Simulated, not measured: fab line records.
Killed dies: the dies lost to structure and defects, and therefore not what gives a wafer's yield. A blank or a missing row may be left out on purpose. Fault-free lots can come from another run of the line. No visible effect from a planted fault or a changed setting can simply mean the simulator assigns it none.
Comparing a struck lot with a sound one ; flow rit-cmos ; 27 steps out of a route of 202
Sound: these wafers, L382.2, L382.3, L382.4. Wafers L388.2, L388.3, L388.5 were the ones struck. The cause is given at the end.
Each step with rows lists, per side, the tool, then ch with its chambers, then its first start. Under that, the readings that differ: sound wafers ; struck wafers ; difference of the means ; sigmas: that difference in standard deviations of wafers without a fault.
alike: same words and numbers on both sides, and readings whose means sit less than 2 such deviations apart. not compared: any withheld reading, any reading some wafer has no value for, any bound like >300 that may hide the same value, and any number with overlapping values for which the record gives no deviation.
Wherever a step has rows on one side only, a row that says differs or no value, or a row with sigmas, the two part there. Numbers that have no deviation but don't overlap get no sigmas and don't part them. A reading missing from all wafers of one side parts the sides only when that side holds two or more wafers.

first, 4 steps without rows for these wafers: RIT_CONTACT_SOFTBAKE_04 (time 60 s); RIT_CONTACT_EXPOSE_05 (exposes mask M11, target cd 1000 nm); RIT_CONTACT_PEB_06; RIT_CONTACT_DEVELOP_07 (develop time 120 s).
RIT_CONTACT_CD_MEAS_08: target cd 1000 nm.
  struck on cd-sem-01, day 5 20:31; sound on cd-sem-02, day 4 11:24
  alike: cd-nm
RIT_CONTACT_OVL_MEAS_09:
  struck on overlay-02, day 5 20:37; sound on overlay-01, day 4 11:31
  alike: CONTACT_OVL
then, 1 step without rows for these wafers: RIT_CONTACT_HARDBAKE_10 (time 60 s).
RIT_CONTACT_ETCH_11: etches SiO2 in CHF3/CF4/Ar, stops on TiSi2, target depth 480 nm, time 320 s.
  sound on rie-diel-03 ch 0,1,3, day 4 11:41; struck on rie-diel-01 ch 0,1,3, day 5 20:48
  alike: drypump-motor-current-A, oes-product-au, throttle-valve-pct
  not compared: rf-hours-counter-h
RIT_CONTACT_STRIP_12: strips in O2, time 180 s.
  sound on plasma-asher-02 ch 0,1, day 4 11:53; struck on plasma-asher-03 ch 0,1, day 5 20:59
  alike: drypump-motor-current-A
  not compared: rf-hours-counter-h
RIT_CONTACT_CD_MEAS_90: target cd 1000 nm.
  struck on cd-sem-01, day 5 21:11; sound on cd-sem-01, day 4 12:05
  alike: cd-nm
then, 2 steps without rows for these wafers: RIT_CONTACT_CLEAN_13 (cleans in SC1, time 600 s); RIT_CONTACT_CLEAN_14 (cleans in SC2, time 600 s).
RIT_M1_SPUTTER_00: material Al, target thk 400 nm, time 500 s.
  struck on pvd-sputter-04, day 5 21:40; sound on pvd-sputter-04, day 4 12:44
reading;sound;struck;difference;sigmas
model.Al_of_M1_SPUTTER_00.thk-nm (nm);400.9 398.1 402.6;521.5 520.4 518.6;+119.6;
  alike: throttle-valve-pct
RIT_M1_RS_MEAS_01: uses a four-point probe to measure.
  struck on film-metro-02, day 5 21:59; sound on film-metro-01, day 4 13:03
reading;sound;struck;difference;sigmas
M1_AL_RS (ohm/sq);0.0730 0.0735 0.0727;0.0561 0.0561 0.0563;-0.0169;-20
RIT_M1_THK_MEAS_02: measures by xrf.
  struck on film-metro-02, day 5 22:06; sound on film-metro-01, day 4 13:10
reading;sound;struck;difference;sigmas
M1_AL_THK (nm);395 395 398;525 521 520;+126;+21
then, 6 steps without rows for these wafers: RIT_M1_HMDS_03 (prime time 60 s); RIT_M1_COAT_04 (resist thk 1300 nm); RIT_M1_SOFTBAKE_05 (time 60 s); RIT_M1_EXPOSE_06 (exposes mask M12, target cd 2600 nm); RIT_M1_PEB_07; RIT_M1_DEVELOP_08 (develop time 68 s).
RIT_M1_CD_MEAS_09: target cd 2600 nm.
  struck on cd-sem-02, day 5 23:10; sound on cd-sem-02, day 4 14:14
  alike: cd-nm
RIT_M1_OVL_MEAS_10:
  struck on overlay-01, day 5 23:17; sound on overlay-01, day 4 14:20
  alike: M1_OVL
then, 1 step without rows for these wafers: RIT_M1_HARDBAKE_11 (time 120 s).
RIT_M1_METAL_ETCH_12: etches Al in Cl2/BCl3, stops on SiO2, time 165 s, target depth 600 nm.
  sound on rie-metal-03 ch 0,1, day 4 14:44; struck on rie-metal-03 ch 0,1, day 5 23:34
reading;sound;struck;difference;sigmas
oes-product-au (a.u.);0.795 0.788 0.790;0.920 0.930 0.923;+0.133;+13
  alike: drypump-motor-current-A, throttle-valve-pct
  not compared: rf-hours-counter-h
then, 1 step without rows for these wafers: RIT_M1_STRIP_13 (strips in nmp, time 600 s).
RIT_M1_PROBE_99:
  struck on prober-01, day 6 01:52; sound on prober-01, day 4 17:02
reading;sound;struck;difference;sigmas
model.etest.tester.sort-n-pass;259 262 258;255 0 1;-174;
model.etest.tester.sort-yield-pct (%);98.11 99.24 97.73;96.59 0 0.3788;-66.04;
model.etest.m1-comb-over-steps.leak-log10-a-um;-12.83 -12.86 -12.65;-10.63 -8.809 -8.871;+3.34;
model.etest.ring.quiet-log10-a (angstrom);-7.725 -7.637 -7.547;-7.513 -6.929 -6.936;+0.510;
model.etest.m1.rs-ohm-sq;0.07218 0.07319 0.07251;0.05598 0.05607 0.05626;-0.01652;
model.etest.antenna-m1.vt-shift-v (V);-0.01072 -0.01219 -0.01363;-0.008694 -0.004135 -0.00118;+0.007510;
  alike: defect-limited-yield, killed_at_M0_to_M3, killed-at-contacts, killed-at-front-end, killed-dies, killed-open, killed-short

== WHERE THEY PART ==
First at RIT_M1_RS_MEAS_01; last, within this record, at RIT_M1_METAL_ETCH_12. Later steps at which nothing parts them and some readings are alike: RIT_M1_PROBE_99.

WHY: whatever the simulator had introduced
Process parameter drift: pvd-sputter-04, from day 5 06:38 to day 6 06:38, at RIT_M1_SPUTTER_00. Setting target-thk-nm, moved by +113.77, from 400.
